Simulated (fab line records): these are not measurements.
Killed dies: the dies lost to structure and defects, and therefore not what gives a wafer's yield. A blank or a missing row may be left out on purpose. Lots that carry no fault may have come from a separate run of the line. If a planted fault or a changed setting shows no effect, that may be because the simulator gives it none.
Which tool is to blame? | flow berkeley-cmos170 | 15 lots, 45 wafers sampled, at 3 steps of a route of 331

## WHAT THE GAUGES READ, wafer by wafer
UCB170_NLDD_CD_MEAS_06: the cd target is 1200 nm.
lot  | measured     | on        | cd-nm (nm)
L732 | day 7 01:43  | cd-sem-02 | 1201.0 1200.7 1198.7
L731 | day 7 01:54  | cd-sem-01 | 1197.9 1198.3 1197.3
L733 | day 7 20:35  | cd-sem-01 | 1199.0 1199.0 1198.4
L734 | day 8 05:11  | cd-sem-01 | 1199.1 1199.3 1200.1
L739 | day 8 20:23  | cd-sem-01 | 1199.6 1199.8 1199.9
L738 | day 8 21:01  | cd-sem-01 | 1199.1 1199.4 1199.4
L742 | day 9 17:13  | cd-sem-01 | 1198.6 1200.2 1197.7
L740 | day 9 17:32  | cd-sem-01 | 1060.8 1059.1 1060.3 1061.3 1059.5 1060.2
L741 | day 9 17:50  | cd-sem-01 | 1061.9 1061.5 1061.0 1062.2 1061.1 1061.0
L743 | day 9 22:55  | cd-sem-01 | 1076.7 1076.4 1076.7 1076.3 1077.0 1076.9
L746 | day 10 16:11 | cd-sem-02 | 1198.4 1198.2 1197.6
L749 | day 12 01:29 | cd-sem-01 | 1199.1 1199.9 1200.8
L750 | day 12 01:42 | cd-sem-02 | 1200.4 1199.2 1199.5
L753 | day 12 19:08 | cd-sem-01 | 1202.7 1203.1 1202.8
L754 | day 12 19:26 | cd-sem-01 | 1200.1 1199.2 1199.8

UCB170_PSD_OVL_MEAS_07.
lot  | measured     | on         | PSD_OVL (nm)
L732 | day 7 11:19  | overlay-01 | 1 -7 10
L731 | day 7 11:14  | overlay-02 | 10 5 7
L733 | day 8 05:11  | overlay-01 | 4 0 1
L734 | day 8 11:56  | overlay-02 | 6 -2 0
L739 | day 9 05:53  | overlay-02 | 5 -2 6
L738 | day 9 06:01  | overlay-02 | 5 2 3
L742 | day 10 01:05 | overlay-01 | -5 -10 0
L746 | day 11 03:29 | overlay-01 | 6 -4 -6
L749 | day 12 09:13 | overlay-01 | -1 0 -3
L750 | day 12 09:27 | overlay-02 | -1 -5 -3
L753 | day 13 02:53 | overlay-01 | -3 -1 2
L754 | day 13 03:22 | overlay-01 | 5 0 3

## EACH LOT AND THE TOOL THAT RAN IT (in order: tool; ch and the chambers of the sampled wafers; start)
lot  | UCB170_NLDD_PEB_04
L732 | litho-track-01 ch 0, day 7 01:28
L731 | litho-track-02 ch 0, day 7 01:34
L733 | litho-track-02 ch 0, day 7 20:19
L734 | litho-track-01 ch 0, day 8 04:55
L739 | litho-track-03 ch 0, day 8 20:07
L738 | litho-track-01 ch 0, day 8 20:44
L742 | litho-track-02 ch 0, day 9 16:58
L740 | litho-track-03 ch 0, day 9 17:10
L741 | litho-track-03 ch 0, day 9 17:28
L743 | litho-track-03 ch 0, day 9 21:51
L746 | litho-track-02 ch 0, day 10 15:55
L749 | litho-track-02 ch 0, day 12 01:13
L750 | litho-track-01 ch 0, day 12 01:26
L753 | litho-track-03 ch 0, day 12 18:52
L754 | litho-track-03 ch 0, day 12 19:10
- UCB170_NLDD_PEB_04

## AS READ BY THE TOOLS THEMSELVES (means over the sampled wafers that have a number; for cases with no such wafer, the mark the record gives instead)
UCB170_NLDD_PEB_04.
lot  | tool           | heater-power-total-W (W) | plate-temp-C (C)
L732 | litho-track-01 | 56.78                    | 129.94
L731 | litho-track-02 | 56.83                    | 129.97
L733 | litho-track-02 | 56.77                    | 130.09
L734 | litho-track-01 | 56.80                    | 129.98
L739 | litho-track-03 | 56.84                    | 130.03
L738 | litho-track-01 | 56.88                    | 130.06
L742 | litho-track-02 | 56.82                    | 129.93
L740 | litho-track-03 | 49.70                    | 117.39
L741 | litho-track-03 | 49.79                    | 117.53
L743 | litho-track-03 | 49.73                    | 117.39
L746 | litho-track-02 | 56.79                    | 130.16
L749 | litho-track-02 | 56.77                    | 129.87
L750 | litho-track-01 | 56.83                    | 129.83
L753 | litho-track-03 | 56.76                    | 130.14
L754 | litho-track-03 | 56.77                    | 129.91

## THE ANSWER, worked out from the rows above alone
Rule: what is usual is taken from the lots themselves. The widest of any qualifying gaps counts: lots, ordered by their means at a reading, are off when they make up no more than a third of the lots, leave a main group of 4 or more, and stand apart from it by 3 or more times the standard deviation of that group's means. Not used: any main group whose means are identical at the precision the tables above print for the reading. Also off: a lot with no number at a reading for which 4 or more lots have one. Where the step has rows for the other lots, those lots are counted as sound. The gauges are gone through in route order, then the tools' own readings, and for those a lot's mean is taken as printed above. At the first step where some lot is off, the reading lying furthest off is the one used; lots without a number count as furthest.
Off: L740, L741, L743, at UCB170_NLDD_CD_MEAS_06 (cd-nm). The main group has a mean of 1199.5 nm with a standard deviation of 1.2.
A tool fits if, at a process step before that reading, it ran every lot that is off, and no sound lot after the first of them. Not tried: the gauges at UCB170_NLDD_CD_MEAS_06; whatever is off there is also off at UCB170_NLDD_PEB_04, on other tools, and gauge error can't account for it. No candidate that was tried fits.

## WHAT HAD BEEN PUT IN BY THE SIMULATOR
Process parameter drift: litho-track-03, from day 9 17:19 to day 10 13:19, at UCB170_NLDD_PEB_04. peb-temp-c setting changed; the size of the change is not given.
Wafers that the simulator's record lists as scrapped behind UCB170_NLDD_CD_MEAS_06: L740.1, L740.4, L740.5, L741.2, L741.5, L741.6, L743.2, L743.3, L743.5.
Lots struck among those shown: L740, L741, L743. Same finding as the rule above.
